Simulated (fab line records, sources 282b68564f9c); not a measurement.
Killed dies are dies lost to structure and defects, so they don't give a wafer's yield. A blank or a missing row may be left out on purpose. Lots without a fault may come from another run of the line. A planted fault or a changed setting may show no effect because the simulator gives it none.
fab line records | flow rit_cmos
record lots=13 wafers=39 last_day=7
route steps=202 shown NWELL@33
lots that met no fault: from a run of the same line without faults
start_h: hours from the record's first day to the start of the lot's first wafer shown | wait_h: hours since the lot's step before | " the same as in the row above | L1.1+2: a row that stands for several wafers | - no value, or no start given | * or withheld: withheld | < > ~ a bound
route shown NAME@n: a module of which the file shows steps, and the number in the route of the first | usual: mean/standard deviation of fault-free wafers | same: alike in all rows | chamber/n: place in a boat | sites: the reading at each site | _std_site: their standard deviation | _edge_site: outer sites' mean less inner sites' | radius_mm: how far each site lies from the wafer's centre | mask NAME#n: copy n | behind: the tool/chamber that last shaped the wafer | hold: why the lot was held/for how many hours/how that ended | device: the transistor (n, p or np) that didn't switch | end of line: the same wafers' tests at the end of the route | a step without rows: its recipe alone | killed: dies lost to structure and defects at the first sort, not the wafer's yield | map: a wafer's dies, x killed, . not, _ none there
set.NAME: the setting as run; set.NAME@STEP: as run at that earlier step | model.NAME: the simulator's own value behind a step, which no gauge read
steps of the route over a sample of lots; a table a step, a row a wafer
## steps
# step RIT_NWELL_DEVELOP_05
# recipe resist=NOVOLAK develop_time_s=68 dev_temp_c=23
# usual developer_temp_C=22.98/0.11
# columns lot.wafer tool chamber start_h wait_h developer_temp_C
L991.2 litho_track-02 0 22 - 23.12
L991.4 " 0 " " 23.11
L991.6 " 0 " " 23.02
L993.1 litho_track-02 0 30 - 22.91
L993.3 " 0 " " 23.17
L993.6 " 0 " " 22.94
L994.1 litho_track-03 0 35 - 22.91
L994.4 " 0 " " 22.83
L994.5 " 0 " " 23.02
L997.2 litho_track-03 0 50 - 23.01
L997.5 " 0 51 - 23.13
L997.6 " 0 " " 23.19
L103.2 litho_track-03 0 81 - 22.81
L103.5 " 0 " " 22.85
L103.6 " 0 " " 22.86
L104.3 litho_track-04 0 87 - 23.00
L104.4 " 0 " " 22.96
L104.5 " 0 " " 23.09
L105.1 litho_track-04 0 93 - 23.05
L105.3 " 0 94 - 22.97
L105.5 " 0 " " 22.93
L106.2 litho_track-02 0 95 - 22.98
L106.3 " 0 " " 22.95
L106.4 " 0 " " 22.97
L108.2 litho_track-02 0 106 - 23.03
L108.3 " 0 " " 23.01
L108.6 " 0 " " 22.80
L110.1 litho_track-04 0 115 - 22.94
L110.5 " 0 " " 22.90
L110.6 " 0 " " 23.01
L111.1 litho_track-04 0 120 - 22.86
L111.3 " 0 " " 22.93
L111.6 " 0 " " 22.87
L112.2 litho_track-02 0 125 - 23.02
L112.4 " 0 " " 23.06
L112.5 " 0 " " 23.04
L114.1 litho_track-02 0 135 - 22.98
L114.2 " 0 " " 23.15
L114.3 " 0 " " 22.99
# step RIT_NWELL_TW_MEAS_10
# usual NWELL_TW=2156/22
# columns lot.wafer tool chamber start_h wait_h NWELL_TW
L991.2 film_metro-01 - 23.00 0.1 2119
L991.4 " - " " 2118
L991.6 " - " " 2111
L993.1 film_metro-02 - 30.94 0.1 2147
L993.3 " - " " 2158
L993.6 " - " " 2162
L994.1 film_metro-01 - 36.09 0.1 2106
L994.4 " - " " 2121
L994.5 " - " " 2113
L997.2 film_metro-04 - 51.74 0.1 2169
L997.5 " - " " 2180
L997.6 " - " " 2178
L103.2 film_metro-01 - 82.43 0.1 2038
L103.5 " - " " 2048
L103.6 " - " " 2042
L104.3 film_metro-01 - 88.06 0.1 2118
L104.4 " - " " 2119
L104.5 " - " " 2110
L105.1 film_metro-04 - 94.76 0.1 2174
L105.3 " - " " 2172
L105.5 " - " " 2167
L106.2 film_metro-02 - 95.96 0.1 2161
L106.3 " - " " 2158
L106.4 " - " " 2160
L108.2 film_metro-04 - 106.96 0.1 2172
L108.3 " - " " 2180
L108.6 " - " " 2169
L110.1 film_metro-04 - 115.88 0.1 2169
L110.5 " - " " 2176
L110.6 " - " " 2168
L111.1 film_metro-02 - 121.27 0.1 2171
L111.3 " - " " 2168
L111.6 " - " " 2159
L112.2 film_metro-04 - 125.91 0.1 2186
L112.4 " - " " 2193
L112.5 " - " " 2177
L114.1 film_metro-02 - 135.79 0.1 2179
L114.2 " - " " 2169
L114.3 " - " " 2172
## key
first_sign step=RIT_NWELL_TW_MEAS_10 reading=NWELL_TW direction=down sigmas=5.1 usual=2156 struck=2043
effect none on later readings
met_at RIT_NWELL_DEVELOP_05
struck_lots L103
tester_left_out L103
onset_between 50 81
fault kind=process_parameter_drift tool=litho_track-03 chamber=- onset_h=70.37 steps=RIT_NWELL_DEVELOP_05 channel=develop_time_s offset=* shape=step end_h=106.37 acts_in=* stated=*
# tester_left_out: of these lots the tester's yield and bins aren't shown, on N5 and GAA mostly nor the transistor test; their killed dies are dies lost to structure and defects alone, not to doping, threshold or leakage, so they don't give the yield
